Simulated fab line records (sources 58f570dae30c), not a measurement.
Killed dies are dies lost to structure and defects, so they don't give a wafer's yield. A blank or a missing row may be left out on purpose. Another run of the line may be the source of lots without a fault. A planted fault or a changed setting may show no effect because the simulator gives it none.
Which tool did it? + flow berkeleyCmos170 + 14 lots, 42 wafers sampled, at 2 steps of a route of 331

## WHAT THE GAUGES READ, wafer by wafer
UCB170_PVT_OVL_MEAS_06. Usual: for PVT_OVL the level is 1 nm and the standard deviation is 5.3.
| lot  | measured     | on         | PVT_OVL (nm) | flag |
|------|--------------|------------|--------------|------|
| L554 | day 6 13:24  | overlay-02 | 7 1 4        |      |
| L555 | day 6 23:07  | overlay-02 | -1 -4 -5     |      |
| L557 | day 6 23:16  | overlay-02 | 2 2 -3       |      |
| L558 | day 7 09:11  | overlay-02 | -2 -3 -8     |      |
| L560 | day 8 04:49  | overlay-01 | -4 2 -8      |      |
| L562 | day 8 05:04  | overlay-02 | 11 2 10      |      |
| L559 | day 8 05:11  | overlay-02 | -4 2 -5      |      |
| L561 | day 8 05:29  | overlay-01 | 8 6 0        |      |
| L563 | day 8 21:26  | overlay-02 | -2 1 -2      |      |
| L566 | day 9 13:35  | overlay-01 | 8 14 7       |      |
| L568 | day 9 22:46  | overlay-01 | 2 8 1        |      |
| L569 | day 10 15:47 | overlay-01 | 479 481 484  | OFF  |
| L572 | day 11 00:10 | overlay-01 | 0 -2 1       |      |
| L570 | day 11 00:27 | overlay-01 | 481 482 473  | OFF  |

## EACH LOT AND THE TOOL THAT RAN IT (in order: tool; ch and the chambers of the sampled wafers; start)
| lot  | UCB170_PVT_EXPOSE_03             |
|------|----------------------------------|
| L554 | krfScanner-02 ch 0, day 6 12:50  |
| L555 | krfScanner-02 ch 0, day 6 22:25  |
| L557 | krfScanner-02 ch 0, day 6 22:41  |
| L558 | krfScanner-01 ch 0, day 7 08:49  |
| L560 | krfScanner-01 ch 0, day 8 04:19  |
| L562 | krfScanner-02 ch 0, day 8 04:32  |
| L559 | krfScanner-01 ch 0, day 8 04:48  |
| L561 | krfScanner-02 ch 0, day 8 05:05  |
| L563 | krfScanner-02 ch 0, day 8 21:03  |
| L566 | krfScanner-02 ch 0, day 9 13:13  |
| L568 | krfScanner-02 ch 0, day 9 22:05  |
| L569 | krfScanner-02 ch 0, day 10 15:26 |
| L572 | krfScanner-01 ch 0, day 10 23:48 |
| L570 | krfScanner-02 ch 0, day 11 00:02 |
- UCB170_PVT_EXPOSE_03: exposes mask NWELL, target cd 3000 nm.

## AS READ BY THE TOOLS THEMSELVES (means over the sampled wafers that have a number; for cases with no such wafer, the mark the record gives instead)
The record holds no such reading with a usual standard deviation.

## THE ANSWER, worked out from the rows above alone
Rule: a lot counts as off when the mean over its wafers that have a number is more than 3 standard deviations away from the usual mean. Also off: a lot with no number at a reading for which 4 or more lots have one. Where the step has rows for the other lots, those lots are counted as sound. The gauges are gone through in route order, then the tools' own readings, and for those a lot's mean is taken as printed above. At the first step where some lot is off, the reading lying furthest off is the one used; lots without a number count as furthest.
Off: at UCB170_PVT_OVL_MEAS_06 (PVT_OVL), L569, L570.
If a tool, at a process step before that reading, ran all the lots that are off and no sound lot after the first of them, it fits. Those tools and the gauges at UCB170_PVT_OVL_MEAS_06 are tried in the same way. One fits: UCB170_PVT_EXPOSE_03 on krfScanner-02. A fault onset in the window from L568 (day 9 22:05, its last sound lot) to L569 (day 10 15:26, its first lot off) fits.

## WHAT WAS PUT IN BY THE SIMULATOR
Scanner matching overlay: krfScanner-02, from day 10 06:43 on, at UCB170_PVT_EXPOSE_03. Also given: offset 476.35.
Shown lots that were struck: L569, L570. The same result came from the rule above.
